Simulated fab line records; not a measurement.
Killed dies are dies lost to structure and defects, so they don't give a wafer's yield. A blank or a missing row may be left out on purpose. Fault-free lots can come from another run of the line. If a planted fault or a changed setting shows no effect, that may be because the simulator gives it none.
fab line records    flow rit_cmos    part 1 of 2: steps 1 to 36 of 48
record lots=5  wafers=15  last_day=7
route steps=202 shown PWELL@42 WELLDRIVE@50 NWELL@51 NRETRO@53 PRETRO@64 GATE@75 FOX2@80
lots with no fault: from the same line, run without faults
start_h: hours from the record's first day to the start of the lot's first wafer shown    wait_h: hours from the lot's prior step to this one    " the same as in the row above    L1.1+2: one row covering several wafers at once    - no value, or no start given    * or withheld: withheld    < > ~ a bound
route shown NAME@n: NAME is a module with steps in the file, n the number in the route of the first one    usual: average and standard deviation across the fault-free wafers    same: alike in all rows    chamber/n: place in a boat    sites: each site's reading    _std_site: the values' standard deviation    _edge_site: inner sites' mean taken away from outer sites' mean    radius_mm: for every site, how far away it sits from the centre of the wafer    mask NAME#n: copy n    behind: the most recent tool/chamber to have shaped the wafer    hold: why the lot went on hold/how many hours it stayed there/how the hold came to an end    device: the transistor (n, p or np) that didn't switch    end of line: the route-end tests of the same wafers    step lacking rows: just its recipe    killed: count of dies lost to structure and defects at first sort (not the wafer's yield)    map: a wafer's dies, marking killed ones x, the rest . and places with no die _
set.NAME: the setting as run; set.NAME@STEP: as run at that earlier step    model.NAME: the simulator's own value behind a step, which no gauge read
certain route steps with their lots: each step a table, each wafer a row
services: when a tool's chamber went out of use (start_h, in hours from the record's first day, below 0 if earlier), for how many hours, and the reason
## steps
# step RIT_PWELL_EXPOSE_03
# recipe mask_id=M3  na=0.57  target_cd_nm=43700  dose_mj=250
lot.wafer   tool              chamber  start_h  wait_h  mask
L074.1+2+6  iline_stepper-01  0        27.52    0.4     M3#0
L075.1+3+5  iline_stepper-02  0        29.08    0.2     M3#0
L092.2+3+4  iline_stepper-01  0        111.64   0.1     M3#0
L094.3+4+5  iline_stepper-02  0        122.59   0.1     M3#0
L097.4+5+6  iline_stepper-01  0        136.52   0.2     M3#0
# step RIT_PWELL_PEB_04
# recipe resist=NOVOLAK  temp_c=withheld  time_s=withheld
lot.wafer   tool            chamber  start_h  wait_h
L074.1+2+6  litho_track-02  0        27.64    0.1
L075.1+3+5  litho_track-01  0        29.23    0.1
L092.2+3+4  litho_track-02  0        111.77   0.1
L094.3+4+5  litho_track-02  0        122.72   0.1
L097.4+5+6  litho_track-01  0        136.70   0.2
# step RIT_PWELL_DEVELOP_05
# recipe resist=NOVOLAK  develop_time_s=68  dev_temp_c=23
lot.wafer   tool            chamber  start_h  wait_h
L074.1+2+6  litho_track-02  0        -        -
L075.1+3+5  litho_track-01  0        -        -
L092.2+3+4  litho_track-02  0        -        -
L094.3+4+5  litho_track-02  0        -        -
L097.4+5+6  litho_track-01  0        -        -
# step RIT_PWELL_OVL_MEAS_06
# usual PWELL_OVL=0.5/1.5
lot.wafer  tool        chamber  start_h  wait_h  PWELL_OVL[nm]
L074.1     overlay-02  -        27.95    -       -1.0
L074.2     "           -        "        "       -0.7
L074.6     "           -        "        "       -0.2
L075.1     overlay-02  -        29.54    -       3.6
L075.3     "           -        "        "       0.5
L075.5     "           -        "        "       3.6
L092.2     overlay-02  -        112.06   -       1.8
L092.3     "           -        "        "       1.7
L092.4     "           -        "        "       0.7
L094.3     overlay-01  -        122.99   -       0.8
L094.4     "           -        "        "       0.1
L094.5     "           -        "        "       1.7
L097.4     overlay-02  -        136.96   -       -1.1
L097.5     "           -        "        "       -0.5
L097.6     "           -        "        "       1.1
# step RIT_PWELL_HARDBAKE_07
# recipe resist=NOVOLAK  temp_c=140  time_s=120
lot.wafer   tool            chamber  start_h  wait_h
L074.1+2+6  litho_track-01  0        27.99    0.0
L075.1+3+5  litho_track-04  0        29.58    0.0
L092.2+3+4  litho_track-04  0        112.13   0.1
L094.3+4+5  litho_track-02  0        123.10   0.1
L097.4+5+6  litho_track-01  0        137.10   0.1
# step RIT_PWELL_IMPLANT_08
# recipe species=B  energy_kev=170  dose_cm2=7e+13  tilt_deg=7
# usual beam_energy_keV=170.01/0.052  beam_on_s=10.01/0.19
# same implant_ion_amu=11
lot.wafer  tool          chamber  start_h  wait_h  beam_energy_keV  beam_on_s
L074.1     implanter-04  0        28.24    0.2     170.01           10.23
L074.2     "             0        "        "       170.05           9.75
L074.6     "             0        "        "       170.02           10.12
L075.1     implanter-02  0        29.83    0.2     169.94           9.89
L075.3     "             0        "        "       169.95           9.68
L075.5     "             0        "        "       169.86           10.11
L092.2     implanter-04  0        112.37   0.2     170.03           10.20
L092.3     "             0        "        "       170.02           9.89
L092.4     "             0        "        "       170.08           9.80
L094.3     implanter-02  0        123.32   0.2     169.93           9.87
L094.4     "             0        "        "       170.05           9.95
L094.5     "             0        "        "       170.04           9.84
L097.4     implanter-01  0        137.30   0.2     170.08           10.28
L097.5     "             0        "        "       170.02           10.42
L097.6     "             0        "        "       170.07           9.98
# step RIT_PWELL_STRIP_09
# recipe chemistry=O2  time_s=180  resist=NOVOLAK  platen_temp_c=withheld  power_w=500  pressure_mtorr=4000  o2_flow_sccm=4000
# usual drypump_motor_current_A=5.7/0.35
lot.wafer  tool             chamber  start_h  wait_h  drypump_motor_current_A  rf_hours_counter_h
L074.1     plasma_asher-03  1        28.39    0.1     5.7                      41
L074.2     "                0        "        "       5.8                      41
L074.6     "                1        "        "       5.7                      -
L075.1     plasma_asher-03  1        29.98    0.1     5.7                      41
L075.3     "                0        "        "       5.8                      -
L075.5     "                0        "        "       5.8                      -
L092.2     plasma_asher-01  1        112.49   0.1     6.0                      49
L092.3     "                1        "        "       6.0                      -
L092.4     "                0        "        "       5.0                      -
L094.3     plasma_asher-01  1        123.48   0.1     6.0                      -
L094.4     "                0        "        "       5.0                      -
L094.5     "                1        "        "       6.0                      -
L097.4     plasma_asher-03  0        137.45   0.1     5.7                      -
L097.5     "                1        "        "       5.7                      -
L097.6     "                0        "        "       5.8                      -
# step RIT_PWELL_TW_MEAS_10
# usual PWELL_TW=958/8.3
lot.wafer  tool           chamber  start_h  wait_h  PWELL_TW
L074.1     film_metro-04  -        28.57    0.1     969
L074.2     "              -        "        "       966
L074.6     "              -        "        "       964
L075.1     film_metro-02  -        30.16    0.1     964
L075.3     "              -        "        "       963
L075.5     "              -        "        "       966
L092.2     film_metro-03  -        112.68   0.1     948
L092.3     "              -        "        "       947
L092.4     "              -        "        "       945
L094.3     film_metro-03  -        123.61   0.1     939
L094.4     "              -        "        "       951
L094.5     "              -        "        "       943
L097.4     film_metro-02  -        137.60   0.1     960
L097.5     "              -        "        "       957
L097.6     "              -        "        "       955
# step RIT_WELLDRIVE_ANNEAL_00
# recipe temp_c=1100  time_s=14700  ambient=N2
# usual spike_tc_centre_C=1103.1/1  tube_center_temp_C=1100/0.099
lot.wafer  tool        chamber  start_h  wait_h  spike_tc_centre_C  tube_center_temp_C
L074.1     furnace-03  0        28.78    0.2     1101.8             1100.1
L074.2     "           0        "        "       1102.5             1100
L074.6     "           0        "        "       1103.6             1099.8
L075.1     furnace-02  0        30.22    0.1     1102.1             1099.9
L075.3     "           0        "        "       1103.3             1100.1
L075.5     "           0        "        "       1102.5             1100.2
L092.2     furnace-03  0        113.70   1.0     1102.2             1099.9
L092.3     "           0        "        "       1101.9             1099.8
L092.4     "           0        "        "       1102.4             1100.3
L094.3     furnace-01  0        123.68   0.1     1105.2             1099.9
L094.4     "           0        "        "       1102.9             1100.2
L094.5     "           0        "        "       1101.5             1100
L097.4     furnace-03  0        137.63   0.0     1103.1             1099.8
L097.5     "           0        "        "       1101.4             1100.1
L097.6     "           0        "        "       1102.8             1100
# step RIT_WELLDRIVE_RS_MEAS_01
# recipe thk_meas_gauge=four-point-probe
# usual NWELL_RS=271.8/0.79
lot.wafer  tool           chamber  start_h  wait_h  NWELL_RS[ohm/sq]
L074.1     film_metro-02  -        33.86    0.0     270.8
L074.2     "              -        "        "       272.4
L074.6     "              -        "        "       272.2
L075.1     film_metro-04  -        35.30    0.0     270.8
L075.3     "              -        "        "       272.2
L075.5     "              -        "        "       271.7
L092.2     film_metro-04  -        118.81   0.0     271.4
L092.3     "              -        "        "       272.1
L092.4     "              -        "        "       271.3
L094.3     film_metro-02  -        128.80   0.0     272.6
L094.4     "              -        "        "       272.0
L094.5     "              -        "        "       272.3
L097.4     film_metro-02  -        142.77   0.1     272.7
L097.5     "              -        "        "       272.6
L097.6     "              -        "        "       273.5
# step RIT_WELLDRIVE_RS_MEAS_02
# recipe thk_meas_gauge=four-point-probe
# usual PWELL_RS=429.3/1.2
lot.wafer  tool           chamber  start_h  wait_h  PWELL_RS[ohm/sq]
L074.1     film_metro-02  -        33.98    0.1     428.8
L074.2     "              -        "        "       428.4
L074.6     "              -        "        "       428.1
L075.1     film_metro-04  -        35.42    0.1     428.4
L075.3     "              -        "        "       428.3
L075.5     "              -        "        "       428.3
L092.2     film_metro-04  -        118.93   0.1     429.6
L092.3     "              -        "        "       429.9
L092.4     "              -        "        "       429.8
L094.3     film_metro-02  -        128.92   0.1     429.1
L094.4     "              -        "        "       428.8
L094.5     "              -        "        "       430.7
L097.4     film_metro-02  -        142.89   0.1     430.2
L097.5     "              -        "        "       431.6
L097.6     "              -        "        "       429.8
# step RIT_NRETRO_HMDS_00
# recipe prime_time_s=60  prime_temp_c=140
lot.wafer   tool            chamber  start_h  wait_h
L074.1+2+6  litho_track-03  0        34.10    0.1
L075.1+3+5  litho_track-01  0        35.54    0.1
L092.2+3+4  litho_track-02  0        119.05   0.1
L094.3+4+5  litho_track-01  0        129.05   0.1
L097.4+5+6  litho_track-02  0        143.03   0.1
# step RIT_NRETRO_COAT_01
# recipe resist=NOVOLAK  spin_rpm=2000  resist_thk_nm=1300
lot.wafer   tool            chamber  start_h  wait_h
L074.1+2+6  litho_track-03  0        34.25    0.1
L075.1+3+5  litho_track-01  0        35.69    0.1
L092.2+3+4  litho_track-02  0        119.20   0.1
L094.3+4+5  litho_track-01  0        129.20   0.1
L097.4+5+6  litho_track-02  0        143.18   0.1
# step RIT_NRETRO_SOFTBAKE_02
# recipe resist=NOVOLAK  temp_c=90  time_s=60
lot.wafer   tool            chamber  start_h  wait_h
L074.1+2+6  litho_track-03  0        34.40    0.1
L075.1+3+5  litho_track-01  0        35.84    0.1
L092.2+3+4  litho_track-02  0        119.35   0.1
L094.3+4+5  litho_track-01  0        129.35   0.1
L097.4+5+6  litho_track-02  0        143.33   0.1
# step RIT_NRETRO_EXPOSE_03
# recipe mask_id=M4  na=0.57  target_cd_nm=43900  dose_mj=250
lot.wafer   tool              chamber  start_h  wait_h  mask
L074.1+2+6  iline_stepper-01  0        34.55    0.1     M4#0
L075.1+3+5  iline_stepper-01  0        35.99    0.1     M4#0
L092.2+3+4  iline_stepper-02  0        119.50   0.1     M4#0
L094.3+4+5  iline_stepper-01  0        129.49   0.1     M4#0
L097.4+5+6  iline_stepper-02  0        143.46   0.1     M4#0
# step RIT_NRETRO_PEB_04
# recipe resist=NOVOLAK  temp_c=withheld  time_s=withheld
lot.wafer   tool            chamber  start_h  wait_h
L074.1+2+6  litho_track-02  0        34.67    0.1
L075.1+3+5  litho_track-03  0        36.25    0.2
L092.2+3+4  litho_track-02  0        119.62   0.1
L094.3+4+5  litho_track-01  0        129.62   0.1
L097.4+5+6  litho_track-01  0        143.59   0.1
# step RIT_NRETRO_DEVELOP_05
# recipe resist=NOVOLAK  develop_time_s=68  dev_temp_c=23
lot.wafer   tool            chamber  start_h  wait_h
L074.1+2+6  litho_track-02  0        -        -
L075.1+3+5  litho_track-03  0        -        -
L092.2+3+4  litho_track-02  0        -        -
L094.3+4+5  litho_track-01  0        -        -
L097.4+5+6  litho_track-01  0        -        -
# step RIT_NRETRO_OVL_MEAS_06
# usual NRETRO_OVL=-0.4/1.6
lot.wafer  tool        chamber  start_h  wait_h  NRETRO_OVL[nm]
L074.1     overlay-02  -        34.98    -       -2.1
L074.2     "           -        "        "       -1.4
L074.6     "           -        "        "       -2.7
L075.1     overlay-02  -        36.57    -       -1.1
L075.3     "           -        "        "       -3.4
L075.5     "           -        "        "       -0.4
L092.2     overlay-02  -        119.91   -       0.4
L092.3     "           -        "        "       0.6
L092.4     "           -        "        "       -0.7
L094.3     overlay-02  -        129.89   -       -1.0
L094.4     "           -        "        "       -1.6
L094.5     "           -        "        "       -1.4
L097.4     overlay-01  -        143.85   -       -0.8
L097.5     "           -        "        "       0.4
L097.6     "           -        "        "       1.2
# step RIT_NRETRO_HARDBAKE_07
# recipe resist=NOVOLAK  temp_c=140  time_s=120
lot.wafer   tool            chamber  start_h  wait_h
L074.1+2+6  litho_track-03  0        35.02    0.0
L075.1+3+5  litho_track-01  0        36.60    0.0
L092.2+3+4  litho_track-02  0        119.98   0.1
L094.3+4+5  litho_track-02  0        130.00   0.1
L097.4+5+6  litho_track-02  0        143.99   0.1
# step RIT_NRETRO_IMPLANT_08
# recipe species=P  energy_kev=70  dose_cm2=1.024e+13  tilt_deg=7
# usual beam_energy_keV=70.003/0.022  beam_on_s=10.02/0.21
# same implant_ion_amu=31
lot.wafer  tool          chamber  start_h  wait_h  beam_energy_keV  beam_on_s
L074.1     implanter-03  0        35.27    0.2     70.013           10.05
L074.2     "             0        "        "       70.032           10.18
L074.6     "             0        "        "       69.997           10.20
L075.1     implanter-04  0        36.85    0.2     69.979           9.94
L075.3     "             0        "        "       70.001           10.42
L075.5     "             0        "        "       70.007           9.91
L092.2     implanter-03  0        120.22   0.2     69.993           9.78
L092.3     "             0        "        "       70.032           9.86
L092.4     "             0        "        "       70.011           9.54
L094.3     implanter-01  0        130.22   0.2     70.027           10.00
L094.4     "             0        "        "       70.043           9.94
L094.5     "             0        "        "       70.031           9.73
L097.4     implanter-04  0        144.19   0.2     69.966           10.04
L097.5     "             0        "        "       69.963           10.04
L097.6     "             0        "        "       69.981           10.05
# step RIT_NRETRO_STRIP_09
# recipe chemistry=O2  time_s=180  resist=NOVOLAK  platen_temp_c=withheld  power_w=500  pressure_mtorr=4000  o2_flow_sccm=4000
# usual drypump_motor_current_A=5.6/0.44
lot.wafer  tool             chamber  start_h  wait_h  drypump_motor_current_A  rf_hours_counter_h
L074.1     plasma_asher-02  0        35.42    0.1     5.7                      20
L074.2     "                1        "        "       6.1                      20
L074.6     "                0        "        "       5.7                      -
L075.1     plasma_asher-04  0        37.00    0.1     5.1                      37
L075.3     "                0        "        "       5.1                      -
L075.5     "                0        "        "       5.1                      -
L092.2     plasma_asher-01  1        120.34   0.1     6.0                      51
L092.3     "                0        "        "       5.1                      -
L092.4     "                1        "        "       6.0                      -
L094.3     plasma_asher-04  0        130.38   0.1     5.1                      -
L094.4     "                1        "        "       6.0                      -
L094.5     "                0        "        "       5.1                      -
L097.4     plasma_asher-01  0        144.32   0.1     5.0                      -
L097.5     "                0        "        "       5.0                      -
L097.6     "                1        "        "       6.0                      -
# step RIT_NRETRO_TW_MEAS_10
# usual NRETRO_TW=1069/10
lot.wafer  tool           chamber  start_h  wait_h  NRETRO_TW
L074.1     film_metro-02  -        35.59    0.1     1073
L074.2     "              -        "        "       1073
L074.6     "              -        "        "       1074
L075.1     film_metro-04  -        37.18    0.1     1072
L075.3     "              -        "        "       1076
L075.5     "              -        "        "       1070
L092.2     film_metro-01  -        120.53   0.1     1054
L092.3     "              -        "        "       1052
L092.4     "              -        "        "       1053
L094.3     film_metro-02  -        130.51   0.1     1062
L094.4     "              -        "        "       1062
L094.5     "              -        "        "       1066
L097.4     film_metro-01  -        144.47   0.1     1053
L097.5     "              -        "        "       1050
L097.6     "              -        "        "       1045
# step RIT_PRETRO_HMDS_00
# recipe prime_time_s=60  prime_temp_c=140
lot.wafer   tool            chamber  start_h  wait_h
L074.1+2+6  litho_track-03  0        35.65    0.1
L075.1+3+5  litho_track-03  0        37.24    0.1
L092.2+3+4  litho_track-04  0        120.60   0.1
L094.3+4+5  litho_track-03  0        130.60   0.1
L097.4+5+6  litho_track-04  0        144.58   0.1
# step RIT_PRETRO_COAT_01
# recipe resist=NOVOLAK  spin_rpm=2000  resist_thk_nm=1300
lot.wafer   tool            chamber  start_h  wait_h
L074.1+2+6  litho_track-03  0        35.80    0.1
L075.1+3+5  litho_track-03  0        37.39    0.1
L092.2+3+4  litho_track-04  0        120.75   0.1
L094.3+4+5  litho_track-03  0        130.75   0.1
L097.4+5+6  litho_track-04  0        144.73   0.1
# step RIT_PRETRO_SOFTBAKE_02
# recipe resist=NOVOLAK  temp_c=90  time_s=60
lot.wafer   tool            chamber  start_h  wait_h
L074.1+2+6  litho_track-03  0        35.95    0.1
L075.1+3+5  litho_track-03  0        37.54    0.1
L092.2+3+4  litho_track-04  0        120.90   0.1
L094.3+4+5  litho_track-03  0        130.90   0.1
L097.4+5+6  litho_track-04  0        144.88   0.1
# step RIT_PRETRO_EXPOSE_03
# recipe mask_id=M5  na=0.57  target_cd_nm=43700  dose_mj=250
lot.wafer   tool              chamber  start_h  wait_h  mask
L074.1+2+6  iline_stepper-01  0        36.11    0.1     M5#0
L075.1+3+5  iline_stepper-01  0        37.69    0.1     M5#0
L092.2+3+4  iline_stepper-01  0        121.05   0.1     M5#0
L094.3+4+5  iline_stepper-01  0        131.04   0.1     M5#0
L097.4+5+6  iline_stepper-01  0        145.01   0.1     M5#0
# step RIT_PRETRO_PEB_04
# recipe resist=NOVOLAK  temp_c=withheld  time_s=withheld
lot.wafer   tool            chamber  start_h  wait_h
L074.1+2+6  litho_track-04  0        36.41    0.3
L075.1+3+5  litho_track-04  0        38.00    0.3
L092.2+3+4  litho_track-04  0        121.17   0.1
L094.3+4+5  litho_track-03  0        131.17   0.1
L097.4+5+6  litho_track-02  0        145.14   0.1
# step RIT_PRETRO_DEVELOP_05
# recipe resist=NOVOLAK  develop_time_s=68  dev_temp_c=23
lot.wafer   tool            chamber  start_h  wait_h
L074.1+2+6  litho_track-04  0        -        -
L075.1+3+5  litho_track-04  0        -        -
L092.2+3+4  litho_track-04  0        -        -
L094.3+4+5  litho_track-03  0        -        -
L097.4+5+6  litho_track-02  0        -        -
# step RIT_PRETRO_OVL_MEAS_06
# usual PRETRO_OVL=1.1/1.4
lot.wafer  tool        chamber  start_h  wait_h  PRETRO_OVL[nm]
L074.1     overlay-02  -        36.72    -       2.7
L074.2     "           -        "        "       0.7
L074.6     "           -        "        "       1.7
L075.1     overlay-02  -        38.31    -       1.4
L075.3     "           -        "        "       1.9
L075.5     "           -        "        "       1.3
L092.2     overlay-02  -        121.46   -       2.3
L092.3     "           -        "        "       -0.3
L092.4     "           -        "        "       0.8
L094.3     overlay-02  -        131.45   -       2.8
L094.4     "           -        "        "       3.7
L094.5     "           -        "        "       0.9
L097.4     overlay-01  -        145.40   -       1.7
L097.5     "           -        "        "       0.5
L097.6     "           -        "        "       1.1
# step RIT_PRETRO_HARDBAKE_07
# recipe resist=NOVOLAK  temp_c=140  time_s=120
lot.wafer   tool            chamber  start_h  wait_h
L074.1+2+6  litho_track-03  0        36.75    0.0
L075.1+3+5  litho_track-04  0        38.35    0.0
L092.2+3+4  litho_track-02  0        121.53   0.1
L094.3+4+5  litho_track-03  0        131.55   0.1
L097.4+5+6  litho_track-03  0        145.54   0.1
# step RIT_PRETRO_IMPLANT_08
# recipe species=B  energy_kev=45  dose_cm2=1.215e+13  tilt_deg=7
# usual beam_energy_keV=44.999/0.012  beam_on_s=10.00/0.2
# same implant_ion_amu=11
lot.wafer  tool          chamber  start_h  wait_h  beam_energy_keV  beam_on_s
L074.1     implanter-02  0        37.00    0.2     45.014           10.17
L074.2     "             0        "        "       45.002           9.96
L074.6     "             0        "        "       45.001           10.10
L075.1     implanter-02  0        38.60    0.2     45.019           9.87
L075.3     "             0        "        "       44.999           10.05
L075.5     "             0        "        "       45.006           10.12
L092.2     implanter-04  0        121.77   0.2     45.022           10.06
L092.3     "             0        "        "       45.000           10.12
L092.4     "             0        "        "       45.010           9.95
L094.3     implanter-04  0        131.77   0.2     44.997           10.24
L094.4     "             0        "        "       44.996           9.92
L094.5     "             0        "        "       44.989           10.34
L097.4     implanter-02  0        145.74   0.2     44.979           10.00
L097.5     "             0        "        "       44.991           9.67
L097.6     "             0        "        "       44.986           9.81
# step RIT_PRETRO_STRIP_09
# recipe chemistry=O2  time_s=180  resist=NOVOLAK  platen_temp_c=withheld  power_w=500  pressure_mtorr=4000  o2_flow_sccm=4000
# usual drypump_motor_current_A=5.7/0.31
lot.wafer  tool             chamber  start_h  wait_h  drypump_motor_current_A  rf_hours_counter_h
L074.1     plasma_asher-02  0        37.15    0.1     5.6                      20
L074.2     "                1        "        "       6.2                      20
L074.6     "                0        "        "       5.7                      -
L075.1     plasma_asher-03  1        38.75    0.1     5.7                      42
L075.3     "                1        "        "       5.7                      -
L075.5     "                0        "        "       5.7                      -
L092.2     plasma_asher-04  1        121.89   0.1     6.0                      1
L092.3     "                1        "        "       6.0                      -
L092.4     "                0        "        "       5.1                      -
L094.3     plasma_asher-04  1        131.93   0.1     6.0                      -
L094.4     "                0        "        "       5.1                      -
L094.5     "                1        "        "       6.0                      -
L097.4     plasma_asher-03  0        145.88   0.1     5.8                      -
L097.5     "                1        "        "       5.7                      -
L097.6     "                0        "        "       5.7                      -
# step RIT_PRETRO_TW_MEAS_10
# usual PRETRO_TW=478/4
lot.wafer  tool           chamber  start_h  wait_h  PRETRO_TW
L074.1     film_metro-03  -        37.33    0.1     481
L074.2     "              -        "        "       480
L074.6     "              -        "        "       479
L075.1     film_metro-03  -        38.92    0.1     479
L075.3     "              -        "        "       482
L075.5     "              -        "        "       479
L092.2     film_metro-01  -        122.08   0.1     475
L092.3     "              -        "        "       477
L092.4     "              -        "        "       476
L094.3     film_metro-02  -        132.06   0.1     478
L094.4     "              -        "        "       482
L094.5     "              -        "        "       481
L097.4     film_metro-03  -        146.02   0.1     475
L097.5     "              -        "        "       473
L097.6     "              -        "        "       475
# step RIT_GATE_WET_ETCH_00
# recipe chemistry=BOE  target=SiO2  target_depth_nm=56  time_s=60  dry=n2_spin  dilution=10:1  temp_c=21.5
lot.wafer   tool          chamber  start_h  wait_h
L074.1+2+6  wet_bench-03  0        37.39    0.1
L075.1+3+5  wet_bench-01  3        38.98    0.1
L092.2+3+4  wet_bench-04  3        122.13   0.0
L094.3+4+5  wet_bench-01  2        132.10   0.0
L097.4+5+6  wet_bench-01  3        146.05   0.0
# step RIT_GATE_CLEAN_01
# recipe chemistry=SC1  mix=3:3:50  time_s=600  temp_c=75
lot.wafer   tool          chamber  start_h  wait_h
L074.1+2+6  wet_bench-01  0        37.41    0.0
L075.1+3+5  wet_bench-03  1        39.01    0.0
L092.2+3+4  wet_bench-01  0        122.15   0.0
L094.3+4+5  wet_bench-04  3        132.13   0.0
L097.4+5+6  wet_bench-03  2        146.08   0.0
# step RIT_GATE_CLEAN_02
# recipe chemistry=dHF  dilution=50:1  time_s=30
lot.wafer   tool          chamber  start_h  wait_h
L074.1+2+6  wet_bench-03  3        37.59    0.0
L075.1+3+5  wet_bench-04  0        39.18    0.0
L092.2+3+4  wet_bench-04  0        122.33   0.0
L094.3+4+5  wet_bench-01  0        132.32   0.0
L097.4+5+6  wet_bench-01  2        146.27   0.0
